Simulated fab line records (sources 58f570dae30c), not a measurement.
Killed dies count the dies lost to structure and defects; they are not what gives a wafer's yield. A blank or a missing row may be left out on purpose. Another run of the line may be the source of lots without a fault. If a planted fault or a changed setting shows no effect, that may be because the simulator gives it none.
fab line records    flow berkeley_cmos170
record lots=13  wafers=39  last_day=12
route steps=331 shown NWELL@29 NLDD@164 CONTACT@236 V2@306
lots untouched by any fault: they come from a run of this same line in which no faults occurred
start_h: start of the lot's first displayed wafer, in hours after the record's first day    wait_h: how many hours have passed since the lot's step before this one    " unchanged from the row above    L1.1+2: one row covering several wafers at once    - no value, or no start was given    * or withheld: withheld    < > ~ a bound
route shown NAME@n: a module of which the file shows steps, and the number in the route of the first    usual: the fault-free wafers' mean and standard deviation    same: alike in all rows    chamber/n: place in a boat    sites: readings site by site    _std_site: standard deviation across them    _edge_site: outer sites' mean less inner sites'    radius_mm: for every site, how far away it sits from the centre of the wafer    mask NAME#n: copy n    behind: tool/chamber where the wafer was last shaped    hold: why the lot went on hold/how many hours it stayed there/how the hold came to an end    device: the n, p or np transistor that did not switch    end of line: the tests these same wafers got at the end of their route    a step with no rows: only its recipe    killed: the dies lost at the first sort to structure and to defects; this is not the yield of the wafer    map: per-die view of a wafer (x killed, . not killed, _ where there is no die)
set.NAME: the setting that was run; set.NAME@STEP: the one run at that earlier step    model.NAME: the simulator's own value behind a step, which no gauge read
one table for each step of the route and one row for each wafer, over a sample of lots
services: from which hour (start_h, from the record's first day; less than 0 if before it) a tool's chamber was out of use, for how many hours, and why
## steps
# step UCB170_NWELL_STRIP_15
# recipe chemistry=O2  power_w=400  pressure_mtorr=3500  platen_temp_c=withheld  o2_flow_sccm=400  overash_fraction=0.5
# usual chamber_pressure_mTorr=3500/3.3  drypump_motor_current_A=5.83/0.14  oes_product_au=0.721/0.0043  strip_time_to_endpoint_s=18.01/0.078
# same overash_fraction=0.5
lot.wafer  tool             chamber  start_h  wait_h  chamber_pressure_mTorr  drypump_motor_current_A  oes_product_au  rf_hours_counter_h  strip_time_to_endpoint_s
L406.1     plasma_asher-04  1        36.58    0.1     3506                    5.80                     0.720           24                  17.99
L406.2     "                0        "        "       3497                    5.63                     0.728           24                  18.04
L406.3     "                1        "        "       3496                    5.75                     0.715           -                   18.03
L407.2     plasma_asher-02  0        43.70    0.1     3501                    5.64                     0.716           33                  18.03
L407.5     "                0        "        "       3494                    5.64                     0.720           -                   18.03
L407.6     "                1        "        "       3503                    6.00                     0.717           -                   17.89
L409.1     plasma_asher-01  0        48.57    0.1     3500                    5.90                     0.726           36                  18.03
L409.3     "                0        "        "       3496                    5.87                     0.716           -                   18.00
L409.5     "                1        "        "       3504                    5.98                     0.725           -                   18.10
L410.3     plasma_asher-02  0        57.00    0.1     3502                    5.72                     0.716           -                   17.84
L410.4     "                1        "        "       3500                    6.02                     0.723           -                   18.04
L410.6     "                0        "        "       3493                    5.70                     0.719           -                   18.09
L412.2     plasma_asher-02  0        66.25    0.1     3504                    5.74                     0.719           36                  18.13
L412.3     "                0        "        "       3505                    5.73                     0.724           -                   18.03
L412.6     "                0        "        "       3495                    5.70                     0.719           -                   18.03
L414.2     plasma_asher-04  1        84.67    0.1     3492                    5.76                     0.724           27                  18.07
L414.3     "                0        "        "       3501                    5.64                     0.721           -                   18.00
L414.6     "                0        "        "       3503                    5.62                     0.717           -                   17.97
L415.1     plasma_asher-02  1        87.66    0.1     3499                    5.99                     0.725           38                  17.97
L415.4     "                1        "        "       3508                    6.02                     0.722           -                   18.12
L415.6     "                0        "        "       3505                    5.68                     0.729           -                   18.01
L417.1     plasma_asher-01  0        87.90    0.1     3497                    5.91                     0.714           41                  18.09
L417.3     "                1        "        "       3500                    5.98                     0.724           -                   18.06
L417.5     "                0        "        "       3498                    5.89                     0.718           -                   18.01
L416.2     plasma_asher-01  1        91.92    0.1     3499                    5.97                     0.725           41                  17.99
L416.4     "                0        "        "       3499                    5.86                     0.730           -                   17.78
L416.5     "                0        "        "       3499                    5.89                     0.731           -                   17.87
L418.1     plasma_asher-02  1        98.42    0.1     3500                    6.02                     0.724           39                  18.04
L418.3     "                1        "        "       3505                    5.99                     0.724           -                   17.99
L418.6     "                1        "        "       3503                    5.99                     0.721           -                   18.11
L421.2     plasma_asher-02  0        109.15   0.1     3494                    5.66                     0.721           40                  18.06
L421.4     "                1        "        "       3498                    5.96                     0.718           -                   17.86
L421.5     "                0        "        "       3501                    5.68                     0.726           -                   17.87
L422.3     plasma_asher-04  1        115.34   0.1     3496                    5.78                     0.721           -                   17.92
L422.5     "                1        "        "       3504                    5.77                     0.726           -                   18.00
L422.6     "                0        "        "       3499                    5.65                     0.717           -                   18.08
L428.1     plasma_asher-04  1        144.67   0.1     3496                    5.78                     0.718           34                  18.06
L428.4     "                1        "        "       3501                    5.75                     0.725           -                   17.97
L428.5     "                0        "        "       3501                    5.68                     0.724           -                   18.03
# step UCB170_NLDD_CD_MEAS_06
# recipe target_cd_nm=1200
# usual cd_nm=1199.3/1
lot.wafer  tool       chamber  start_h  wait_h  cd_nm
L406.1     cd_sem-01  -        138.71   -       1198.6
L406.2     "          -        "        "       1198.4
L406.3     "          -        "        "       1198.5
L409.1     cd_sem-01  -        146.32   -       1201.3
L409.3     "          -        "        "       1200.3
L409.5     "          -        "        "       1200.6
L407.2     cd_sem-02  -        146.52   -       1197.0
L407.5     "          -        "        "       1198.2
L407.6     "          -        "        "       1198.9
L410.3     cd_sem-01  -        149.24   -       1199.9
L410.4     "          -        "        "       1199.6
L410.6     "          -        "        "       1200.8
L412.2     cd_sem-01  -        165.65   -       1198.9
L412.3     "          -        "        "       1198.7
L412.6     "          -        "        "       1199.8
L414.2     cd_sem-02  -        171.52   -       1198.2
L414.3     "          -        "        "       1199.1
L414.6     "          -        "        "       1197.9
L418.1     cd_sem-02  -        199.91   -       1199.8
L418.3     "          -        "        "       1198.7
L418.6     "          -        "        "       1200.1
L417.1     cd_sem-01  -        200.19   -       1199.3
L417.3     "          -        "        "       1198.8
L417.5     "          -        "        "       1198.0
L416.2     cd_sem-02  -        200.49   -       1199.8
L416.4     "          -        "        "       1200.6
L416.5     "          -        "        "       1200.7
L415.1     cd_sem-01  -        200.64   -       1199.5
L415.4     "          -        "        "       1199.7
L415.6     "          -        "        "       1199.7
L421.2     cd_sem-01  -        213.33   -       1198.7
L421.4     "          -        "        "       1198.2
L421.5     "          -        "        "       1199.2
L422.3     cd_sem-01  -        213.80   -       1199.5
L422.5     "          -        "        "       1199.5
L422.6     "          -        "        "       1200.0
L428.1     cd_sem-01  -        245.52   -       1198.7
L428.4     "          -        "        "       1199.2
L428.5     "          -        "        "       1197.9
# step UCB170_CONTACT_CD_MEAS_90
# recipe target_cd_nm=700
# usual cd_nm=700.2/1.5
lot.wafer  tool       chamber  start_h  wait_h  cd_nm
L406.1     cd_sem-01  -        155.42   0.2     699.8
L406.2     "          -        "        "       700.7
L406.3     "          -        "        "       700.4
L407.2     cd_sem-01  -        162.70   0.1     701.8
L407.5     "          -        "        "       700.2
L407.6     "          -        "        "       700.8
L409.1     cd_sem-01  -        163.01   0.1     699.7
L409.3     "          -        "        "       699.7
L409.5     "          -        "        "       698.7
L410.3     cd_sem-01  -        164.61   0.1     701.0
L410.4     "          -        "        "       700.7
L410.6     "          -        "        "       698.9
L412.2     cd_sem-01  -        182.69   0.1     700.3
L412.3     "          -        "        "       700.5
L412.6     "          -        "        "       700.4
L414.2     cd_sem-02  -        188.34   0.1     699.8
L414.3     "          -        "        "       700.8
L414.6     "          -        "        "       700.3
L418.1     cd_sem-01  -        215.38   0.1     701.0
L418.3     "          -        "        "       700.0
L418.6     "          -        "        "       700.1
L416.2     cd_sem-01  -        218.49   0.1     696.7
L416.4     "          -        "        "       698.8
L416.5     "          -        "        "       698.2
L417.1     cd_sem-02  -        218.54   0.1     700.6
L417.3     "          -        "        "       699.5
L417.5     "          -        "        "       698.9
L415.1     cd_sem-02  -        218.84   0.1     697.3
L415.4     "          -        "        "       698.8
L415.6     "          -        "        "       700.1
L422.3     cd_sem-01  -        230.20   0.1     699.1
L422.5     "          -        "        "       699.4
L422.6     "          -        "        "       700.0
L421.2     cd_sem-01  -        230.51   0.1     701.8
L421.4     "          -        "        "       701.9
L421.5     "          -        "        "       700.1
L428.1     cd_sem-01  -        260.38   0.1     702.3
L428.4     "          -        "        "       704.5
L428.5     "          -        "        "       701.9
# step UCB170_V2_ETCH_14
# recipe chemistry=CHF3/CF4/Ar  target=SiO2  stop_on=Al  CHF3_flow_sccm=45  cf4_flow_sccm=15  Ar_flow_sccm=150  pressure_mtorr=200  rf_w=679.8  target_depth_a=12500  over_etch_frac=0.25  time_s=291
# usual chamber_pressure_mTorr=199.97/0.19  drypump_motor_current_A=6.0/0.46  oes_product_au=0.875/0.012  run_length_s=319.2/0.37  throttle_valve_pct=6.91/0.15
lot.wafer  tool         chamber  start_h  wait_h  chamber_pressure_mTorr  drypump_motor_current_A  oes_product_au  rf_hours_counter_h  run_length_s  throttle_valve_pct
L406.1     rie_diel-03  0        168.22   0.0     199.70                  5.8                      0.876           150                 319.6         7.15
L406.2     "            2        "        "       199.97                  6.3                      0.890           15                  319.3         6.83
L406.3     "            0        "        "       199.87                  5.8                      0.883           -                   319.3         7.16
L407.2     rie_diel-02  2        178.92   0.0     199.72                  5.5                      0.864           18                  318.5         7.19
L407.5     "            1        "        "       200.31                  5.6                      0.878           -                   318.6         6.80
L407.6     "            2        "        "       200.11                  5.5                      0.866           -                   318.7         7.21
L410.3     rie_diel-03  0        179.54   0.0     200.11                  5.7                      0.879           150                 319.1         7.16
L410.4     "            1        "        "       199.85                  5.2                      0.865           -                   319.4         7.06
L410.6     "            2        "        "       199.79                  6.3                      0.890           -                   319.2         6.82
L409.1     rie_diel-04  2        179.66   0.0     200.29                  5.3                      0.888           22                  319.3         7.01
L409.3     "            0        "        "       199.99                  6.5                      0.889           35                  319.4         6.81
L409.5     "            2        "        "       199.74                  5.3                      0.891           -                   319.3         6.99
L412.2     rie_diel-03  2        198.62   0.0     199.96                  6.3                      0.887           16                  319.0         6.84
L412.3     "            0        "        "       200.36                  5.7                      0.878           151                 319.9         7.16
L412.6     "            0        "        "       199.76                  5.7                      0.868           -                   319.5         7.16
L414.2     rie_diel-02  3        204.78   0.0     199.69                  6.4                      0.856           2                   319.3         6.76
L414.3     "            1        "        "       200.03                  5.6                      0.882           7                   318.7         6.79
L414.6     "            1        "        "       199.86                  5.6                      0.870           -                   318.7         6.80
L418.1     rie_diel-03  0        233.08   0.0     199.81                  5.7                      0.871           0                   319.1         7.14
L418.3     "            3        "        "       200.19                  6.3                      0.874           3                   319.2         6.82
L418.6     "            0        "        "       199.83                  5.7                      0.877           -                   319.3         7.14
L415.1     rie_diel-02  0        239.83   0.0     200.14                  5.7                      0.883           107                 318.7         6.87
L415.4     "            1        "        "       200.18                  5.6                      0.873           9                   318.4         6.79
L415.6     "            0        "        "       200.07                  5.7                      0.879           -                   319.1         6.90
L416.2     rie_diel-03  2        240.05   0.0     199.95                  6.3                      0.892           18                  319.1         6.81
L416.4     "            3        "        "       199.98                  6.3                      0.874           -                   319.1         6.81
L416.5     "            2        "        "       199.61                  6.3                      0.888           -                   319.0         6.83
L417.1     rie_diel-04  2        240.05   0.0     199.70                  5.3                      0.897           25                  319.6         6.99
L417.3     "            3        "        "       200.02                  6.7                      0.878           57                  319.5         6.84
L417.5     "            3        "        "       200.27                  6.7                      0.876           -                   319.3         6.83
L421.2     rie_diel-04  2        247.52   0.0     200.20                  5.3                      0.886           25                  319.2         6.98
L421.4     "            3        "        "       199.92                  6.7                      0.875           57                  319.4         6.84
L421.5     "            0        "        "       199.89                  6.5                      1.040           -                   175.0         6.79
L422.3     rie_diel-02  0        248.70   0.0     199.91                  5.7                      0.876           107                 318.7         6.89
L422.5     "            3        "        "       200.12                  6.4                      0.850           -                   319.3         6.77
L422.6     "            0        "        "       199.90                  5.7                      0.876           -                   318.7         6.88
L428.1     rie_diel-02  3        275.18   0.0     200.02                  6.4                      0.856           6                   319.9         6.78
L428.4     "            0        "        "       199.73                  5.7                      0.870           108                 318.8         6.88
L428.5     "            0        "        "       200.21                  5.7                      0.876           -                   318.8         6.91
# step UCB170_V2_STRIP_15
# recipe chemistry=O2  power_w=400  pressure_mtorr=3500  platen_temp_c=withheld  o2_flow_sccm=400  overash_fraction=0.5
# usual chamber_pressure_mTorr=3500/3.4  drypump_motor_current_A=5.80/0.13  oes_product_au=0.722/0.005  strip_time_to_endpoint_s=15.40/0.11
# same overash_fraction=0.5
lot.wafer  tool             chamber  start_h  wait_h  chamber_pressure_mTorr  drypump_motor_current_A  oes_product_au  rf_hours_counter_h  strip_time_to_endpoint_s
L406.1     plasma_asher-04  1        168.49   0.2     3493                    5.76                     0.718           37                  15.41
L406.2     "                0        "        "       3503                    5.67                     0.719           37                  15.35
L406.3     "                0        "        "       3501                    5.64                     0.723           -                   15.34
L407.2     plasma_asher-04  0        179.10   0.1     3503                    5.65                     0.725           38                  15.49
L407.5     "                1        "        "       3504                    5.75                     0.727           -                   15.46
L407.6     "                0        "        "       3498                    5.63                     0.721           -                   15.50
L410.3     plasma_asher-04  1        179.75   0.1     3501                    5.75                     0.732           -                   15.39
L410.4     "                0        "        "       3501                    5.64                     0.731           -                   15.51
L410.6     "                1        "        "       3495                    5.75                     0.729           -                   15.44
L409.1     plasma_asher-01  1        179.84   0.1     3505                    5.95                     0.725           8                   15.31
L409.3     "                0        "        "       3498                    5.91                     0.724           -                   15.23
L409.5     "                1        "        "       3500                    5.97                     0.730           -                   15.30
L412.2     plasma_asher-04  1        198.80   0.1     3500                    5.81                     0.725           40                  15.34
L412.3     "                0        "        "       3499                    5.67                     0.727           -                   15.40
L412.6     "                1        "        "       3504                    5.81                     0.718           -                   15.30
L414.2     plasma_asher-01  0        204.96   0.1     3493                    5.92                     0.711           10                  15.55
L414.3     "                1        "        "       3499                    5.96                     0.728           -                   15.34
L414.6     "                0        "        "       3499                    5.90                     0.724           -                   15.43
L418.1     plasma_asher-01  0        233.26   0.1     3498                    5.88                     0.713           13                  15.37
L418.3     "                1        "        "       3506                    5.96                     0.718           -                   15.32
L418.6     "                1        "        "       3496                    5.97                     0.723           -                   15.42
L415.1     plasma_asher-01  1        240.00   0.1     3502                    5.99                     0.727           14                  15.35
L415.4     "                1        "        "       3505                    6.00                     0.712           -                   15.45
L415.6     "                1        "        "       3502                    6.00                     0.725           -                   15.43
L416.2     plasma_asher-01  0        240.23   0.1     3500                    5.88                     0.726           14                  15.45
L416.4     "                1        "        "       3500                    5.96                     0.723           -                   15.45
L416.5     "                1        "        "       3496                    5.97                     0.718           -                   15.37
L417.1     plasma_asher-04  0        240.23   0.1     3495                    5.64                     0.723           45                  15.33
L417.3     "                1        "        "       3497                    5.76                     0.724           -                   15.51
L417.5     "                0        "        "       3503                    5.66                     0.725           -                   15.46
L421.2     plasma_asher-01  1        247.70   0.1     3498                    5.98                     0.725           16                  15.33
L421.4     "                1        "        "       3499                    5.99                     0.719           -                   15.44
L421.5     "                1        "        "       3505                    5.99                     0.732           -                   18.45
L422.3     plasma_asher-04  0        248.91   0.1     3500                    5.66                     0.723           -                   15.37
L422.5     "                1        "        "       3505                    5.76                     0.718           -                   15.58
L422.6     "                0        "        "       3501                    5.64                     0.724           -                   15.39
L428.1     plasma_asher-04  0        275.36   0.1     3501                    5.62                     0.725           50                  15.45
L428.4     "                1        "        "       3499                    5.76                     0.712           -                   15.35
L428.5     "                0        "        "       3501                    5.65                     0.726           -                   15.31
## services
tool             chamber  start_h  hours  kind
rie_diel-03      -        16.68    2.8    pm
rie_diel-04      2        24.06    5.1    repair
plasma_asher-04  -        55.54    19.6   repair
rie_diel-04      0        65.81    3.3    repair
rie_diel-02      2        66.92    9.4    repair
rie_diel-02      2        90.72    17.1   repair
plasma_asher-01  -        108.75   9.0    pm
plasma_asher-01  0        108.75   9.0    vent_cycle
rie_diel-04      -        128.33   0.6    repair
rie_diel-03      3        141.79   38.4   repair
rie_diel-04      2        147.84   1.6    repair
rie_diel-03      1        151.84   20.0   repair
rie_diel-04      2        157.10   15.3   repair
rie_diel-02      2        169.75   3.6    repair
rie_diel-02      3        177.17   8.4    repair
plasma_asher-02  -        177.31   14.6   pm
rie_diel-03      -        179.98   0.2    repair
plasma_asher-01  -        181.24   4.2    repair
rie_diel-03      -        184.42   0.3    repair
rie_diel-02      0        189.04   50.2   repair
plasma_asher-01  -        214.13   1.8    repair
plasma_asher-02  -        228.35   25.9   pm
rie_diel-04      2        265.94   4.8    repair
rie_diel-04      3        270.18   8.4    repair
## key
first_sign step=UCB170_V2_ETCH_14  reading=run_length_s  direction=down  sigmas=99+  usual=*  struck=*
effect step=UCB170_V2_ETCH_14  reading=oes_product_au  direction=up  sigmas=13  usual=0.875  struck=1.040
effect step=UCB170_V2_STRIP_15  reading=strip_time_to_endpoint_s  direction=up  sigmas=28  usual=*  struck=*
met_at UCB170_V2_ETCH_14
struck_lots L421
struck_wafers L421.5
later_rows_left_out L421.5
sort_left_out L421.5
not_acting_at UCB170_NWELL_STRIP_15,UCB170_NLDD_CD_MEAS_06,UCB170_CONTACT_CD_MEAS_90
onset_between 179.66 247.52
fault kind=process_parameter_drift  tool=rie_diel-04  chamber=0  onset_h=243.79  steps=UCB170_V2_ETCH_14  channel=time_s  offset=*  shape=step  end_h=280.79  acts_in=*  stated=*
# sort_left_out: the simulated sort isn't trusted on such a fault, so these wafers' sort isn't shown, and their yield isn't known
# later_rows_left_out: the simulator's readings of these wafers behind a module that went badly wrong aren't trusted and aren't shown, but for the sort
